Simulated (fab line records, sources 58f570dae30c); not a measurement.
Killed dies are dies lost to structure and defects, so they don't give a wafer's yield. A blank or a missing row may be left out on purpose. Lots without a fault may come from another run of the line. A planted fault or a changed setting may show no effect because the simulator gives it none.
Which tool did it? | flow berkeley_cmos170 | 7 lots, 21 wafers sampled, at 2 steps of a route of 331

WHAT THE GAUGES READ, wafer by wafer
UCB170_NSD_CD_MEAS_06: target cd 1200 nm.
lot  | measured     | on        | cd_nm (nm)
L599 | day 7 15:47  | cd_sem-02 | 1202.7 1201.5 1202.0
L610 | day 10 17:35 | cd_sem-01 | 1199.5 1199.2 1199.0
L612 | day 10 17:29 | cd_sem-01 | 1199.4 1200.5 1199.6
L615 | day 11 22:56 | cd_sem-01 | 1199.5 1199.3 1199.9
L616 | day 11 22:47 | cd_sem-02 | 1200.9 1201.2 1200.7
L619 | day 11 22:42 | cd_sem-02 | 1202.1 1201.5 1201.1

WHICH TOOL RAN EACH LOT (tool, then ch and the chambers of the sampled wafers, then the start)
lot  | UCB170_WELLDRIVE_OXIDATION_01
L599 | furnace-02 ch 0, day 3 14:47
L604 | furnace-04, day 5 01:47
L610 | furnace-04 ch 0, day 6 06:33
L612 | furnace-04 ch 0, day 6 06:33
L615 | furnace-04 ch 0, day 7 12:23
L616 | furnace-02 ch 0, day 7 18:53
L619 | furnace-02 ch 0, day 7 18:53
- UCB170_WELLDRIVE_OXIDATION_01: target thk 199 nm, ox time 9000 s.

THE ANSWER, worked out from the rows above alone
Rule: what is usual is taken from the lots themselves. Put in order of their means at a reading, lots are off if they are a third of the lots or fewer, leave a main group of 4 or more, and stand apart from it by a gap of 3 or more times the standard deviation of the main group's means; of several such gaps the widest counts. A main group whose means are all the same, to the digits that the tables above print for the reading, isn't used. A lot without any number at a reading at which 4 lots or more have one is off too. The other lots that the step has rows for count as sound.
No lot is off at any reading shown: from this, nothing can be told.

WHAT THE SIMULATOR HAD PUT IN
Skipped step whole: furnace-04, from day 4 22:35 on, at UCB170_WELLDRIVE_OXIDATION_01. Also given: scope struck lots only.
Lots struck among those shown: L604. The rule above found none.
